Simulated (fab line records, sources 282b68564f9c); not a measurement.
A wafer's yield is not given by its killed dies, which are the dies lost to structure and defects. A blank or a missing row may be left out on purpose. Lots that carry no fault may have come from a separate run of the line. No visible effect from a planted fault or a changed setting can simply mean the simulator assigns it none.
fab line records    flow ritCmos
record: lots: 6  wafers: 18  lastDay: 8
route steps=202 shown PSD@150 SDANNEAL@153 NSD@158 PLDD@159 NLDD@160 SILICIDE@161 M1@202
lots with no fault: from the same line, run without faults
startH: the number of hours between the record's first day and the start of the first shown wafer of the lot    waitH: hours since the lot's step before    " same as the row above    L1.1+2: one row covering several wafers at once    - no value, or no start was given    * or withheld: withheld    < > ~ a bound
route shown NAME@n: a module of which the file shows steps, and the number in the route of the first    usual: mean/standard deviation taken from wafers without a fault    same: alike in all rows    chamber/n: place in a boat    sites: each site's reading    _std_site: standard deviation of those values    _edge_site: the outer-site mean with the inner-site mean subtracted    radiusMm: for every site, how far away it sits from the centre of the wafer    mask NAME#n: copy n    behind: the tool/chamber that last shaped the wafer    hold: cause of the lot's hold/its duration in hours/its outcome    device: names the non-switching transistor (n, p or np)    end of line: at the end of the route, the tests of the same wafers    a step given without rows: its recipe and nothing more    killed: the dies lost at the first sort to structure and to defects; this is not the yield of the wafer    map: the dies of a wafer, with x for killed, . for not killed, _ for no die there
set.NAME: setting as actually run; set.NAME@STEP: the setting as run at that earlier step    model.NAME: the simulator's own value behind a step, which no gauge read
a table for each step, a row for each wafer; lots at some steps of the route
services: from which hour (startH, from the record's first day; less than 0 if before it) a tool's chamber was out of use, for how many hours, and why
== steps ==
step: RIT_PSD_IMPLANT_08
recipe: species: BF2  energyKev: 27  doseCm2: 5e+15  tiltDeg: 7
step: RIT_PSD_STRIP_09
recipe: chemistry: O2  timeS: 180  resist: NOVOLAK  platenTempC: withheld  powerW: 500  pressureMtorr: 4000  o2FlowSccm: 4000
usual: drypumpMotorCurrentA: 5.70/0.26
lot.wafer  tool            chamber  startH  waitH  drypumpMotorCurrentA  rfHoursCounterH
L133.1     plasmaAsher-02  1        56.68   0.1    5.28                  42
L133.3     "               1        "       "      5.26                  -
L133.5     "               1        "       "      5.26                  -
L134.2     plasmaAsher-03  1        60.62   0.1    5.67                  41
L134.3     "               1        "       "      5.65                  -
L134.4     "               0        "       "      6.02                  -
L143.2     plasmaAsher-01  0        114.58  0.1    5.63                  30
L143.3     "               0        "       "      5.63                  -
L143.6     "               1        "       "      5.65                  -
L146.1     plasmaAsher-02  1        125.69  0.1    5.25                  1
L146.3     "               1        "       "      5.23                  -
L146.4     "               0        "       "      6.06                  -
L154.2     plasmaAsher-03  0        170.17  0.1    6.05                  53
L154.4     "               0        "       "      6.00                  -
L154.5     "               0        "       "      6.02                  -
L155.1     plasmaAsher-02  0        172.38  0.1    6.06                  6
L155.2     "               1        "       "      5.22                  6
L155.5     "               0        "       "      6.05                  -
step: RIT_PSD_TW_MEAS_10
usual: PSD_TW: 3417/31
lot.wafer  tool          chamber  startH  waitH  PSD_TW
L133.1     filmMetro-01  -        56.86   0.1    3408
L133.3     "             -        "       "      3408
L133.5     "             -        "       "      3397
L134.2     filmMetro-01  -        60.81   0.1    3411
L134.3     "             -        "       "      3426
L134.4     "             -        "       "      3431
L143.2     filmMetro-01  -        114.76  0.1    3395
L143.3     "             -        "       "      3421
L143.6     "             -        "       "      3392
L146.1     filmMetro-01  -        125.86  0.1    3431
L146.3     "             -        "       "      3396
L146.4     "             -        "       "      3430
L154.2     filmMetro-03  -        170.35  0.1    3453
L154.4     "             -        "       "      3444
L154.5     "             -        "       "      3433
L155.1     filmMetro-02  -        172.55  0.1    3382
L155.2     "             -        "       "      3379
L155.5     "             -        "       "      3359
step: RIT_SDANNEAL_CLEAN_00
recipe: chemistry: SC1  mix: 3:3:50  timeS: 600  tempC: 75
step: RIT_SDANNEAL_CLEAN_01
recipe: chemistry: dHF  dilution: 50:1  timeS: 30
step: RIT_SDANNEAL_CLEAN_02
recipe: chemistry: SC2  mix: 3:3:50  timeS: 600  tempC: 75  dry: n2Spin
step: RIT_SDANNEAL_RTA_03
recipe: tempC: 1050  timeS: 5  idleTempC: 600  rampUpCPerS: 342  rampDownCPerS: 171  coolToC: 600  ambient: N2
usual: wafer_temp_C_max: 1053.5/1.1
lot.wafer  tool          chamber  startH  waitH  wafer_temp_C_max
L133.1     rtpAnneal-02  0        57.28   0.0    1052.9
L133.3     "             0        "       "      1053.9
L133.5     "             0        "       "      1053.7
L134.2     rtpAnneal-01  0        61.24   0.0    1053.9
L134.3     "             0        "       "      1054.4
L134.4     "             0        "       "      1054.1
L143.2     rtpAnneal-02  0        115.19  0.0    1052.4
L143.3     "             0        "       "      1052.5
L143.6     "             0        "       "      1051.7
L146.1     rtpAnneal-01  0        126.29  0.0    1053.4
L146.3     "             0        "       "      1054.8
L146.4     "             0        "       "      1054.1
L154.2     rtpAnneal-01  0        170.78  0.0    1052.8
L154.4     "             0        "       "      1054.6
L154.5     "             0        "       "      1050.8
L155.1     rtpAnneal-02  0        172.98  0.0    1053.2
L155.2     "             0        "       "      1053.0
L155.5     "             0        "       "      1053.7
step: RIT_SDANNEAL_RS_MEAS_04
recipe: thkMeasGauge: four-point-probe
usual: PSD_RS: 115.90/0.29
lot.wafer  tool          chamber  startH  waitH  PSD_RS[ohm/sq]
L133.1     filmMetro-03  -        57.34   0.0    115.48
L133.3     "             -        "       "      115.53
L133.5     "             -        "       "      115.53
L134.2     filmMetro-02  -        61.30   0.1    116.39
L134.3     "             -        "       "      116.27
L134.4     "             -        "       "      115.49
L143.2     filmMetro-03  -        115.26  0.1    115.62
L143.3     "             -        "       "      115.83
L143.6     "             -        "       "      115.61
L146.1     filmMetro-03  -        126.35  0.0    115.78
L146.3     "             -        "       "      115.83
L146.4     "             -        "       "      115.94
L154.2     filmMetro-01  -        170.85  0.1    116.16
L154.4     "             -        "       "      116.27
L154.5     "             -        "       "      116.26
L155.1     filmMetro-02  -        173.04  0.0    115.79
L155.2     "             -        "       "      115.82
L155.5     "             -        "       "      115.93
step: RIT_SDANNEAL_RS_MEAS_05
recipe: thkMeasGauge: four-point-probe
usual: NSD_RS: 84.50/0.28
lot.wafer  tool          chamber  startH  waitH  NSD_RS[ohm/sq]
L133.1     filmMetro-03  -        57.46   0.1    84.80
L133.3     "             -        "       "      84.57
L133.5     "             -        "       "      84.36
L134.2     filmMetro-02  -        61.42   0.1    84.92
L134.3     "             -        "       "      84.73
L134.4     "             -        "       "      84.82
L143.2     filmMetro-03  -        115.38  0.1    84.35
L143.3     "             -        "       "      84.63
L143.6     "             -        "       "      84.59
L146.1     filmMetro-03  -        126.47  0.1    84.22
L146.3     "             -        "       "      83.87
L146.4     "             -        "       "      84.09
L154.2     filmMetro-01  -        170.97  0.1    84.47
L154.4     "             -        "       "      84.62
L154.5     "             -        "       "      84.52
L155.1     filmMetro-02  -        173.16  0.1    84.13
L155.2     "             -        "       "      84.74
L155.5     "             -        "       "      84.53
step: RIT_SDANNEAL_RS_MEAS_06
recipe: thkMeasGauge: four-point-probe
usual: PLDD_RS: 178.6/0.5
lot.wafer  tool          chamber  startH  waitH  PLDD_RS[ohm/sq]
L133.1     filmMetro-03  -        57.58   0.1    178.5
L133.3     "             -        "       "      178.9
L133.5     "             -        "       "      178.4
L134.2     filmMetro-02  -        61.54   0.1    179.1
L134.3     "             -        "       "      179.1
L134.4     "             -        "       "      178.0
L143.2     filmMetro-03  -        115.50  0.1    178.9
L143.3     "             -        "       "      178.8
L143.6     "             -        "       "      179.1
L146.1     filmMetro-03  -        126.59  0.1    178.6
L146.3     "             -        "       "      178.3
L146.4     "             -        "       "      179.0
L154.2     filmMetro-01  -        171.09  0.1    179.6
L154.4     "             -        "       "      179.3
L154.5     "             -        "       "      179.2
L155.1     filmMetro-02  -        173.28  0.1    178.2
L155.2     "             -        "       "      178.5
L155.5     "             -        "       "      178.0
step: RIT_SDANNEAL_RS_MEAS_07
recipe: thkMeasGauge: four-point-probe
usual: NLDD_RS: 151.6/0.48
lot.wafer  tool          chamber  startH  waitH  NLDD_RS[ohm/sq]
L133.1     filmMetro-03  -        57.70   0.1    151.1
L133.3     "             -        "       "      151.3
L133.5     "             -        "       "      150.9
L134.2     filmMetro-02  -        61.66   0.1    151.4
L134.3     "             -        "       "      151.2
L134.4     "             -        "       "      151.5
L143.2     filmMetro-03  -        115.62  0.1    151.5
L143.3     "             -        "       "      151.0
L143.6     "             -        "       "      151.1
L146.1     filmMetro-03  -        126.71  0.1    151.7
L146.3     "             -        "       "      151.1
L146.4     "             -        "       "      151.3
L154.2     filmMetro-01  -        171.21  0.1    151.8
L154.4     "             -        "       "      151.4
L154.5     "             -        "       "      151.0
L155.1     filmMetro-02  -        173.40  0.1    151.2
L155.2     "             -        "       "      151.4
L155.5     "             -        "       "      151.3
step: RIT_SILICIDE_WET_ETCH_00
recipe: chemistry: BOE  target: SiO2  targetDepthNm: 14  timeS: 15  dry: n2Spin  dilution: 10:1  tempC: 21.5
step: RIT_SILICIDE_SPUTTER_01
recipe: material: Ti  targetThkNm: 30  powerW: 350  chamberPressurePa: 0.667  gas: Ar  timeS: 240  substrateTempC: 25
usual: throttleValvePct: 29.9/1.4
lot.wafer  tool           chamber  startH  waitH  throttleValvePct  model.Ti_of_SILICIDE_SPUTTER_01.thkNm
L133.1     pvdSputter-02  -        57.84   0.0    27.3              30.63
L133.3     "              -        "       "      31.0              29.68
L133.5     "              -        "       "      31.0              30.18
L134.2     pvdSputter-01  -        61.78   0.0    28.8              29.96
L134.3     "              -        "       "      29.0              29.55
L134.4     "              -        "       "      31.2              29.77
L143.2     pvdSputter-02  -        115.73  0.0    27.1              50.82
L143.3     "              -        "       "      31.2              50.29
L143.6     "              -        "       "      27.3              50.72
L146.1     pvdSputter-02  -        126.84  0.0    31.4              51.01
L146.3     "              -        "       "      27.2              51.06
L146.4     "              -        "       "      31.1              50.62
L154.2     pvdSputter-01  -        171.32  0.0    29.0              29.89
L154.4     "              -        "       "      29.2              29.66
L154.5     "              -        "       "      31.3              29.8
L155.1     pvdSputter-03  -        173.53  0.0    29.5              30.2
L155.2     "              -        "       "      29.2              30.39
L155.5     "              -        "       "      29.6              30.02
step: RIT_SILICIDE_RS_MEAS_02
recipe: thkMeasGauge: four-point-probe  reads: Ti_of_SILICIDE_SPUTTER_01
usual: SILICIDE_TI_RS: 47.9/0.58
lot.wafer  tool          chamber  startH  waitH  SILICIDE_TI_RS[ohm/sq]
L133.1     filmMetro-02  -        57.99   0.1    46.7
L133.3     "             -        "       "      48.5
L133.5     "             -        "       "      47.6
L134.2     filmMetro-01  -        61.95   0.1    48.0
L134.3     "             -        "       "      48.7
L134.4     "             -        "       "      48.4
L143.2     filmMetro-04  -        115.90  0.1    25.0
L143.3     "             -        "       "      25.3
L143.6     "             -        "       "      25.0
L146.1     filmMetro-04  -        126.99  0.1    24.8
L146.3     "             -        "       "      24.8
L146.4     "             -        "       "      25.1
L154.2     filmMetro-04  -        171.49  0.1    48.0
L154.4     "             -        "       "      48.4
L154.5     "             -        "       "      48.2
L155.1     filmMetro-04  -        173.68  0.1    47.5
L155.2     "             -        "       "      47.0
L155.5     "             -        "       "      47.8
step: RIT_SILICIDE_THK_MEAS_03
recipe: thkMeasGauge: xrf  reads: Ti_of_SILICIDE_SPUTTER_01
usual: SILICIDE_TI_THK: 30.6/0.33
lot.wafer  tool          chamber  startH  waitH  SILICIDE_TI_THK[nm]
L133.1     filmMetro-02  -        58.11   0.1    31.1
L133.3     "             -        "       "      30.1
L133.5     "             -        "       "      30.7
L134.2     filmMetro-01  -        62.06   0.1    30.6
L134.3     "             -        "       "      30.2
L134.4     "             -        "       "      30.3
L143.2     filmMetro-04  -        116.01  0.1    52.0
L143.3     "             -        "       "      51.5
L143.6     "             -        "       "      51.8
L146.1     filmMetro-04  -        127.11  0.1    52.0
L146.3     "             -        "       "      52.2
L146.4     "             -        "       "      51.7
L154.2     filmMetro-04  -        171.60  0.1    30.6
L154.4     "             -        "       "      30.5
L154.5     "             -        "       "      30.5
L155.1     filmMetro-04  -        173.80  0.1    30.9
L155.2     "             -        "       "      31.1
L155.5     "             -        "       "      30.7
step: RIT_SILICIDE_RTA_04
recipe: tempC: 650  timeS: 10  idleTempC: 25  rampUpS: 5  rampDownS: 5  coolToC: 25  ambient: N2
usual: wafer_temp_C_max: 654.1/1.2
lot.wafer  tool          chamber  startH  waitH  wafer_temp_C_max
L133.1     rtpAnneal-01  0        58.17   0.1    654.0
L133.3     "             0        "       "      652.6
L133.5     "             0        "       "      652.7
L134.2     rtpAnneal-02  0        62.12   0.1    655.2
L134.3     "             0        "       "      654.9
L134.4     "             0        "       "      654.5
L143.2     rtpAnneal-01  0        116.07  0.1    653.7
L143.3     "             0        "       "      653.8
L143.6     "             0        "       "      653.4
L146.1     rtpAnneal-02  0        127.17  0.1    654.1
L146.3     "             0        "       "      654.9
L146.4     "             0        "       "      653.9
L154.2     rtpAnneal-02  0        171.66  0.1    655.2
L154.4     "             0        "       "      656.3
L154.5     "             0        "       "      654.6
L155.1     rtpAnneal-01  0        173.86  0.1    653.6
L155.2     "             0        "       "      652.7
L155.5     "             0        "       "      652.9
step: RIT_M1_PROBE_99
usual: killedAtFrontEnd: 7/3.1  killedDies: 7/3.1  killedOpen: 3.3/2  killedShort: 3.6/1.9
same: grossDies: 264  killed_at_M0_to_M3: 0  killed_at_M4_up: 0  killedAtBackSide: 0  killedAtContacts: 0  killedAtOther: 0
lot.wafer  tool       chamber  startH  waitH  killedAtFrontEnd  killedDies  killedOpen  killedShort  model.etest.nmos_0p3.rOnOhmUm  model.etest.nmos_0p15.rOnOhmUm  model.etest.npolyLine.lineOhmUm  model.etest.contactPplus.endOhmUm  model.etest.contactNplus.endOhmUm  model.etest.ppolyLine.lineOhmUm  model.etest.ppolyLine.widthNm  model.etest.npolyLine.widthNm
L133.1     prober-01  -        64.58   0.1    4                 4           3           1            2209                           1156                            168.8                            46.91                              43.11                              163                              100.7                          100
L133.3     prober-01  -        64.68   0.2    5                 5           1           4            2170                           1115                            172.6                            44.75                              41.27                              168.7                            100                            99.48
L133.5     prober-01  -        64.78   0.2    5                 5           3           2            2188                           1153                            170.2                            45.91                              41.65                              166.2                            100.1                          99.11
L134.2     prober-02  -        68.61   0.1    5                 5           5           0            2154                           1088                            167.2                            43.92                              41.28                              161.8                            101.1                          100.7
L134.3     prober-02  -        68.66   0.2    14                14          9           5            2141                           1110                            174.6                            43.05                              39.75                              167                              100.2                          99.49
L134.4     prober-02  -        68.71   0.2    8                 8           3           5            2133                           1082                            170.8                            43.13                              41.34                              166.5                            100.2                          99.06
L143.2     prober-01  -        122.77  0.1    0                 0           0           0            2203                           1189                            144.5                            67.8                               67.64                              142.3                            91.55                          90.63
L143.3     prober-01  -        122.82  0.2    11                11          8           3            2181                           1127                            148.9                            67.05                              62.31                              142.9                            90.79                          90.21
L143.6     prober-01  -        122.97  0.2    4                 4           4           0            2220                           1186                            147.8                            67.7                               65.92                              145.6                            90.23                          90.02
L146.1     prober-02  -        133.62  0.1    3                 3           1           2            2270                           1264                            133.7                            70.25                              65.76                              130.7                            97.49                          97.18
L146.3     prober-02  -        133.72  0.2    7                 7           4           3            2271                           1222                            139.1                            69.65                              66.36                              133.3                            96.02                          95.22
L146.4     prober-02  -        133.77  0.2    7                 7           2           5            2214                           1188                            138.4                            69.93                              65.43                              135.3                            94.29                          93.8
L154.2     prober-01  -        178.72  0.1    4                 4           4           0            2114                           1110                            166.7                            42.49                              40.96                              160.7                            100.9                          100.7
L154.4     prober-01  -        178.82  0.2    9                 9           5           4            2144                           1115                            173.9                            42.71                              40.2                               164.4                            100                            100.2
L154.5     prober-01  -        178.87  0.2    5                 5           4           1            2141                           1150                            164                              42.51                              41.22                              157.5                            104.8                          103.6
L155.1     prober-02  -        180.41  0.1    5                 5           2           3            2209                           1126                            178.2                            43.55                              42.49                              172.9                            95.27                          94.31
L155.2     prober-02  -        180.46  0.1    5                 5           1           4            2211                           1123                            175.9                            43.35                              42.29                              167.7                            97.72                          97.12
L155.5     prober-02  -        180.61  0.2    4                 4           2           2            2274                           1172                            177.4                            42.47                              42.66                              167.7                            99.15                          97.42
killed by level:class
L133.1 SILICIDE:geometricParticle:open=2 FOX1:geometricParticle:short=1 GATE:geometricParticle:open=1
L133.3 GATE:geometricParticle:short=3 FOX2:geometricParticle:short=1 SILICIDE:geometricParticle:open=1
L133.5 REOX:geometricParticle:open=2 FOX1:geometricParticle:open=1 REOX:geometricParticle:short=1 SPACER:geometricParticle:short=1
L134.2 SILICIDE:geometricParticle:open=3 GATE:geometricParticle:open=2
L134.3 GATE:geometricParticle:open=3 FOX1:geometricParticle:short=2 FOX1:geometricParticle:open=2 GATE:geometricParticle:short=2 REOX:geometricParticle:open=2 FOX2:geometricParticle:open=1 SPACER:geometricParticle:short=1 SPACER:geometricParticle:open=1
L134.4 GATE:geometricParticle:short=3 ACTIVE:geometricParticle:open=1 FOX2:geometricParticle:short=1 REOX:geometricParticle:open=1 SPACER:geometricParticle:open=1 SILICIDE:geometricParticle:short=1
L143.2
L143.3 REOX:geometricParticle:open=3 GATE:geometricParticle:open=2 SILICIDE:geometricParticle:open=2 SILICIDE:geometricParticle:short=2 FOX1:geometricParticle:open=1 GATE:geometricParticle:short=1
L143.6 SILICIDE:geometricParticle:open=2 FOX1:geometricParticle:open=1 REOX:geometricParticle:open=1
L146.1 FOX2:geometricParticle:short=1 SPACER:geometricParticle:short=1 SILICIDE:geometricParticle:open=1
L146.3 GATE:geometricParticle:short=2 FOX1:geometricParticle:open=1 GATE:geometricParticle:open=1 SPACER:geometricParticle:short=1 SPACER:geometricParticle:open=1 SILICIDE:geometricParticle:open=1
L146.4 GATE:geometricParticle:short=2 SILICIDE:geometricParticle:short=2 FOX1:geometricParticle:open=1 GATE:geometricParticle:open=1 SPACER:geometricParticle:short=1
L154.2 GATE:geometricParticle:open=2 SPACER:geometricParticle:open=1 SILICIDE:geometricParticle:open=1
L154.4 SPACER:geometricParticle:short=2 GATE:geometricParticle:open=2 GATE:geometricParticle:short=2 SILICIDE:geometricParticle:open=2 FOX1:geometricParticle:open=1
L154.5 GATE:geometricParticle:open=2 REOX:geometricParticle:open=2 SPACER:geometricParticle:short=1
L155.1 FOX1:geometricParticle:short=2 FOX1:geometricParticle:open=1 GATE:geometricParticle:open=1 SILICIDE:geometricParticle:short=1
L155.2 GATE:geometricParticle:short=2 GATE:geometricParticle:open=1 REOX:geometricParticle:short=1 SILICIDE:geometricParticle:short=1
L155.5 FOX1:geometricParticle:short=2 GATE:geometricParticle:open=2
== services ==
tool            chamber  startH  hours  kind
pvdSputter-03   -        40.48   22.1   repair
plasmaAsher-01  -        50.84   2.4    repair
pvdSputter-02   -        70.61   3.0    repair
plasmaAsher-03  -        92.75   3.4    repair
plasmaAsher-01  -        102.78  0.8    repair
plasmaAsher-02  -        108.75  9.0    pm
plasmaAsher-02  0        108.75  9.0    ventCycle
plasmaAsher-02  1        108.75  9.0    ventCycle
plasmaAsher-02  0        117.75  -      clean
plasmaAsher-02  1        117.75  -      clean
pvdSputter-01   -        132.71  15.2   repair
plasmaAsher-03  -        150.50  1.7    repair
pvdSputter-01   -        165.27  4.8    repair
== key ==
firstSign: step: RIT_SILICIDE_RS_MEAS_02  reading: SILICIDE_TI_RS  direction: down  sigmas: 39  usual: 47.9  struck: 25.0
effect: step: RIT_SILICIDE_THK_MEAS_03  reading: SILICIDE_TI_THK  direction: up  sigmas: 64  usual: 30.6  struck: 51.9
modelEffect: step: RIT_SILICIDE_SPUTTER_01  value: Ti_of_SILICIDE_SPUTTER_01.thkNm  without: 29.9  struck: 50.75
modelEffect: step: RIT_M1_PROBE_99  value: etest.nmos_0p3.rOnOhmUm  without: 2149  struck: 2226
metAt RIT_SILICIDE_SPUTTER_01
struckWafers L143.2,L143.3,L143.6,L146.1,L146.3,L146.4
testerLeftOut L143,L146
onsetBetween 57.84 115.73
fault: kind: processParameterDrift  tool: pvdSputter-02  chamber: -  onsetH: 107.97  steps: RIT_SILICIDE_SPUTTER_01  channel: timeS  offset: *  shape: step  endH: 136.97  stated: *
testerLeftOut: of these lots the tester's yield and bins aren't shown, on N5 and GAA mostly nor the transistor test; their killed dies are dies lost to structure and defects alone, not to doping, threshold or leakage, so they don't give the yield
